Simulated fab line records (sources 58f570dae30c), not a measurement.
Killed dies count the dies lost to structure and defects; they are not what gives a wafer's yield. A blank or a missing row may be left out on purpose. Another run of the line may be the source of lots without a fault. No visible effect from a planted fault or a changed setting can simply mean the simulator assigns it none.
What tool caused it?    flow berkeley_cmos170    13 lots with 39 wafers sampled at 6 steps, on a route of 331 steps

## WHAT EACH GAUGE READ, for each wafer
UCB170_ACTIVE_THK_MEAS_03.
lot   measured      on             ACTIVE_OXIDE_THK (nm)
L174  day 4 14:01   film_metro-02  25.9 26.1 25.7
L175  day 5 02:19   film_metro-01  26.1 26.1 25.9
L177  day 5 02:19   film_metro-03  26.1 26.1 25.6
L178  day 5 10:22   film_metro-01  25.9 26.1 25.5
L179  day 5 19:31   film_metro-01  25.6 25.6 25.5
L180  day 5 19:30   film_metro-03  26.0 25.7 26.3
L181  day 6 11:47   film_metro-01  26.5 26.8 27.0
L183  day 6 11:47   film_metro-02  27.1 27.1 26.8
L182  day 6 11:47   film_metro-03  27.1 26.7 27.1
L186  day 7 10:49   film_metro-01  25.6 25.8 25.9
L185  day 7 10:49   film_metro-02  25.0 24.6 25.0
L194  day 9 20:43   film_metro-02  26.8 27.0 26.9
L196  day 10 11:10  film_metro-03  25.9 25.5 25.7

UCB170_CONTACT_OVL_MEAS_16.
lot   measured      on          CONTACT_OVL (nm)
L174  day 9 03:34   overlay-01  -8 -1 -10
L175  day 10 02:25  overlay-01  -13 -11 -12
L177  day 10 00:34  overlay-02  -4 2 6
L178  day 10 00:53  overlay-01  -11 -14 0
L179  day 10 18:33  overlay-01  -1 -8 -1
L180  day 10 17:07  overlay-02  2 -1 0
L181  day 11 16:11  overlay-02  -1 -2 6
L183  day 11 15:43  overlay-02  0 -7 -1
L182  day 11 15:57  overlay-01  9 10 9
L186  day 12 14:42  overlay-02  7 -4 1
L185  day 12 13:38  overlay-02  -6 -8 -8
L194  day 14 13:00  overlay-02  -4 2 2
L196  day 14 13:22  overlay-02  -1 -3 -1

UCB170_M3_RS_MEAS_02: measurement is done with a four-point probe.
lot   measured      on             M3_AL_RS (ohm/sq)
L174  day 9 14:43   film_metro-02  0.03219 0.0324 0.03242
L175  day 10 17:11  film_metro-03  0.03248 0.03227 0.03262
L177  day 10 16:35  film_metro-01  0.03208 0.03249 0.03225
L178  day 10 16:52  film_metro-01  0.03225 0.03172 0.03221
L179  day 11 08:51  film_metro-02  0.03241 0.0324 0.03221
L180  day 11 08:07  film_metro-01  0.03275 0.03275 0.03247
L181  day 12 10:38  film_metro-02  0.03218 0.03251 0.03234
L183  day 12 06:49  film_metro-01  0.03279 0.03227 0.03293
L182  day 12 09:22  film_metro-02  0.03269 0.03247 0.0323
L186  day 13 05:08  film_metro-03  0.03244 0.03246 0.03226
L185  day 13 03:32  film_metro-02  0.03263 0.0327 0.03233
L194  day 15 05:01  film_metro-02  0.03252 0.02693 0.02697
L196  day 15 06:16  film_metro-01  0.03227 0.03233 0.032

UCB170_M3_THK_MEAS_03: measures by xrf.
lot   measured      on             M3_AL_THK (nm)
L174  day 9 14:49   film_metro-02  892 888 890
L175  day 10 17:18  film_metro-03  881 893 885
L177  day 10 16:43  film_metro-01  904 895 895
L178  day 10 16:59  film_metro-01  893 917 899
L179  day 11 08:56  film_metro-02  891 892 899
L180  day 11 08:14  film_metro-01  888 890 896
L181  day 12 10:46  film_metro-02  901 890 899
L183  day 12 06:56  film_metro-01  884 893 879
L182  day 12 09:29  film_metro-02  887 896 893
L186  day 13 05:15  film_metro-03  888 890 895
L185  day 13 03:39  film_metro-02  884 883 896
L194  day 15 05:08  film_metro-02  886 1072 1068
L196  day 15 06:23  film_metro-01  902 899 908

## TOOL THAT RAN EACH LOT (tool first, then ch and the chambers of the sampled wafers, then the start)
lot   UCB170_ZERO_STRIP_07                 UCB170_M3_SPUTTER_01
L174  plasma_asher-01 ch 0,1, day 2 01:32  pvd_sputter-01, day 9 14:36
L175  plasma_asher-02 ch 0,1, day 2 12:35  pvd_sputter-03, day 10 17:06
L177  plasma_asher-01 ch 0,1, day 2 16:10  pvd_sputter-03, day 10 16:31
L178  plasma_asher-02 ch 0,1, day 2 22:15  pvd_sputter-01, day 10 16:47
L179  plasma_asher-01 ch 0,1, day 3 05:10  pvd_sputter-03, day 11 08:43
L180  plasma_asher-04 ch 0,1, day 3 05:25  pvd_sputter-04, day 11 08:01
L181  plasma_asher-01 ch 0,1, day 3 15:05  pvd_sputter-04, day 12 10:34
L183  plasma_asher-02 ch 1, day 3 21:30    pvd_sputter-01, day 12 06:42
L182  plasma_asher-01 ch 0, day 3 21:47    pvd_sputter-03, day 12 09:17
L186  plasma_asher-01 ch 0,1, day 4 10:43  pvd_sputter-03, day 13 05:02
L185  plasma_asher-02 ch 0,1, day 4 10:59  pvd_sputter-03, day 13 03:27
L194  plasma_asher-02 ch 0,1, day 6 04:35  pvd_sputter-03, day 15 04:55
L196  plasma_asher-04 ch 0,1, day 6 21:50  pvd_sputter-01, day 15 06:11
- UCB170_ZERO_STRIP_07: strips in O2.
- UCB170_M3_SPUTTER_01: material Al, target thk 900 nm, time 120 s.

## WHAT THE TOOLS THEMSELVES READ (means of the sampled wafers that have a number; where no wafer has one, the mark that the record gives instead)
UCB170_ZERO_STRIP_07.
lot   tool             drypump_motor_current_A (A)  oes_product_au (a.u.)  strip_time_to_endpoint_s (s)
L174  plasma_asher-01  5.54                         0.723                  21.62
L175  plasma_asher-02  5.74                         0.728                  21.56
L177  plasma_asher-01  5.63                         0.731                  21.43
L178  plasma_asher-02  5.85                         0.726                  21.54
L179  plasma_asher-01  5.54                         0.730                  21.46
L180  plasma_asher-04  5.46                         0.728                  21.54
L181  plasma_asher-01  5.65                         0.727                  21.45
L183  plasma_asher-02  5.64                         0.725                  21.41
L182  plasma_asher-01  5.42                         0.729                  21.54
L186  plasma_asher-01  5.64                         0.730                  21.43
L185  plasma_asher-02  5.82                         0.724                  21.44
L194  plasma_asher-02  5.73                         0.730                  21.37
L196  plasma_asher-04  5.46                         0.727                  21.53

UCB170_M3_SPUTTER_01.
lot   tool            throttle_valve_pct (%)
L174  pvd_sputter-01  30.1
L175  pvd_sputter-03  29.4
L177  pvd_sputter-03  29.5
L178  pvd_sputter-01  30.7
L179  pvd_sputter-03  30.0
L180  pvd_sputter-04  29.3
L181  pvd_sputter-04  29.4
L183  pvd_sputter-01  30.5
L182  pvd_sputter-03  29.9
L186  pvd_sputter-03  29.4
L185  pvd_sputter-03  29.9
L194  pvd_sputter-03  30.4
L196  pvd_sputter-01  30.5

## THE ANSWER, worked out from the rows above alone
Rule: the usual values come from the lots themselves. Put in order of their means at a reading, lots are off if they are a third of the lots or fewer, leave a main group of 4 or more, and stand apart from it by a gap of 3 or more times the standard deviation of the main group's means; of several such gaps the widest counts. The tables above print the reading to a certain number of digits; a main group whose means all agree to those digits is not used. A lot without any number at a reading at which 4 lots or more have one is off too. The other lots that the step has rows for count as sound. The gauges are gone through in route order, then the tools' own readings, and for those a lot's mean is taken as printed above. At the first step where some lot is off, the reading lying furthest off is the one used; lots without a number count as furthest.
Off: L194, seen at UCB170_M3_RS_MEAS_02 (M3_AL_RS). The main group has a mean of 0.03240 ohm/sq with a standard deviation of 0.00017.
A tool fits if, at a process step before that reading, it ran every lot that is off, and no sound lot after the first of them. Those tools and the gauges at UCB170_M3_RS_MEAS_02 are tried in the same way. Can't be told from this: 3 tools fit, plasma_asher-02 at UCB170_ZERO_STRIP_07, pvd_sputter-03 at UCB170_M3_SPUTTER_01, film_metro-02 at UCB170_M3_RS_MEAS_02.

## WHAT WAS PUT IN BY THE SIMULATOR
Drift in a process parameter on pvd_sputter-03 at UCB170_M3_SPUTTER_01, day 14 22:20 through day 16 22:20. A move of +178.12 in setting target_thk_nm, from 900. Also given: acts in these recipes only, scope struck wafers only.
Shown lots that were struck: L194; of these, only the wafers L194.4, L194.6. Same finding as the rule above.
